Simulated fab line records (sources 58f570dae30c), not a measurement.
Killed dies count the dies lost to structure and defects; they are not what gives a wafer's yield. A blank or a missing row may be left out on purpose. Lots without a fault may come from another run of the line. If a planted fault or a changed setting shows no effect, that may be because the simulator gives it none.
Chamber matching ; flow berkeleyCmos170 ; UCB170_CONTACT_ETCH_17 on rieDiel-01 has 4 sister chambers
The step etches BARC in N2/H2. 8 wafers are shown with their chamber, then 8 later ones without.

## EACH WAFER AND ITS CHAMBER
wafer;chamber;throttleValvePct (%);oesProductAu (a.u.)
L962.4;3;13.62;0.955
L963.1;0;13.84;0.968
L963.5;2;13.60;0.956
L963.6;1;13.18;0.953
L965.1;2;13.61;0.956
L965.3;3;13.63;0.955
L965.5;0;13.86;0.980
L969.1;1;13.19;0.959

## WAFERS WITHOUT THEIR CHAMBER
wafer;throttleValvePct (%);oesProductAu (a.u.)
L969.4;13.17;0.961
L969.6;13.62;0.955
L973.1;13.61;0.975
L973.2;13.84;0.981
L973.5;13.62;0.961
L977.1;13.61;0.951
L977.2;13.62;0.972
L977.5;13.62;0.966

## THE CHAMBER EACH PASSED THROUGH
wafer;from the rows above;in truth
L969.4;1;1
L969.6;can't be placed: 3 or 2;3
L973.1;can't be placed: 2 or 3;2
L973.2;0;0
L973.5;can't be placed: 3 or 2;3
L977.1;can't be placed: 2 or 3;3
L977.2;can't be placed: 3 or 2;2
L977.5;can't be placed: 3 or 2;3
2 of 8 placed correctly. From these rows, 6 cannot be placed; in 6 the true chamber is one of the candidates. Wrongly placed: 0.
How it was worked out, from the rows above alone: a wafer's distance from a chamber is the root of the sum, over the readings, of the square of ((its reading less the chamber's mean) divided by the reading's scatter). The wafer belongs to the nearest chamber; if the next one is less than 2 further off, it can't be placed. For every chamber, the mean is computed from those of its wafers that are shown. The scatter: take each reading less its chamber's mean, square it, sum over the shown wafers, divide by the number of wafers less the number of chambers, and take the root.
